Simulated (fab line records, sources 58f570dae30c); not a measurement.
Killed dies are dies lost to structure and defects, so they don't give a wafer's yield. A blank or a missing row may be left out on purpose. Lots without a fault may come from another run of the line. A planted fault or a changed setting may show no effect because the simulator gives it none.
Split-lot experiment | flow berkeley_cmos170 | 5 lots, 23 wafers read, on a route of 331 steps

THE SPLIT
At UCB170_V2_CVD_00 (deposits SiO2 from TEOS/O2, target thk 2000 nm, time 250 s), the setting time_s was moved away from the recipe's 250 s on 7 of the 23 wafers read, by +11.6% to +14.7%. The other wafers ran this setting at the recipe's value.

The file shows no step between the split and the reading.

THE READING
V2_TEOS_THK, in nm, at UCB170_V2_THK_MEAS_01. Fault-free wafers of this fab line usually give 2008 nm, standard deviation 28 nm.

wafer  | tool, chamber at the split | time_s as run, s | against the recipe | V2_TEOS_THK, nm | against lot-mates on the recipe
L074.1 | pecvd-02, 2                | 250              | recipe             | 2008            | -
L074.2 | pecvd-02, 0                | 250              | recipe             | 2008            | -
L074.3 | pecvd-02, 1                | 286.8            | +14.7%             | 2254            | +234
L074.5 | pecvd-02, 0                | 286.8            | +14.7%             | 2325            | +305
L074.6 | pecvd-02, 2                | 250              | recipe             | 2045            | -
L076.2 | pecvd-02, 1                | 285.3            | +14.1%             | 2235            | +250
L076.3 | pecvd-02, 2                | 250              | recipe             | 1968            | -
L076.4 | pecvd-02, 0                | 250              | recipe             | 2022            | -
L076.5 | pecvd-02, 1                | 250              | recipe             | 1965            | -
L076.6 | pecvd-02, 2                | 285.3            | +14.1%             | 2308            | +323
L078.1 | pecvd-04, 1                | 279.1            | +11.6%             | 2214            | +224
L078.2 | pecvd-04, 2                | 250              | recipe             | 1977            | -
L078.4 | pecvd-04, 2                | 279.1            | +11.6%             | 2254            | +264
L078.5 | pecvd-04, 2                | 279.1            | +11.6%             | 2233            | +243
L078.6 | pecvd-04, 1                | 250              | recipe             | 2003            | -
L081.1 | pecvd-04, 1                | 250              | recipe             | 2021            | -
L081.2 | pecvd-04, 0                | 250              | recipe             | 1994            | -
L081.3 | pecvd-04, 2                | 250              | recipe             | 2023            | -
L081.5 | pecvd-04, 0                | 250              | recipe             | 2046            | -
L081.6 | pecvd-04, 1                | 250              | recipe             | 2033            | -
L082.2 | pecvd-04, 1                | 250              | recipe             | 1976            | -
L082.4 | pecvd-04, 2                | 250              | recipe             | 2044            | -
L082.6 | pecvd-04, 1                | 250              | recipe             | 2044            | -

THE FIT
A straight line over all 23 wafers: V2_TEOS_THK changes by +18.8 nm for each +1% of time_s; r = +0.97; the points scatter about the line by 29 nm.
The same after taking each lot's own level away (the mean of its wafers on the recipe; 23 wafers): +19.8 nm for each +1%; r = +0.98; scatter 27 nm.
On that fit, the largest move of time_s shifts the reading by 2.9e+02 nm.
The lots' own levels span 1985.0 to 2023.4 nm, that is 1.4 times the standard deviation above.
So the lot-to-lot level changes the slope little: the two slopes agree.
Check: with one of the wafers moved furthest among these (+14.7%) left out of the fit, the line predicts +304 nm for it against its lot-mates. It came out at +234 nm against them.

OTHER SPLITS ON THESE WAFERS
These wafers also went through other splits before the reading. Each is held against what the fit with the lots' levels taken away leaves over:
other split on the same wafers | wafers away from the commonest value | r with V2_TEOS_THK (lot level and that fit taken away)
UCB170_M2_EXPOSE_12 dose_mj    | 6                                    | +0.22

THE WHOLE CHAIN: every reading that the file lists as answering this split, in the file's order
step                  | what it does                                               | reading                                                                   | change (the file's fit)              | r (the file's)
UCB170_V2_CVD_00      | deposits SiO2 from TEOS/O2, target thk 2000 nm, time 250 s | SiO2_of_V2_CVD_00.thk_nm (the simulator's own value, which no gauge read) | +19.6 nm for each +1% of the setting | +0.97
UCB170_V2_THK_MEAS_01 |                                                            | V2_TEOS_THK                                                               | +19.7 for each +1% of the setting    | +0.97

THE FILE'S OWN FIT
V2_TEOS_THK changes by +19.7 nm for each +1% of time_s, r = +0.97.
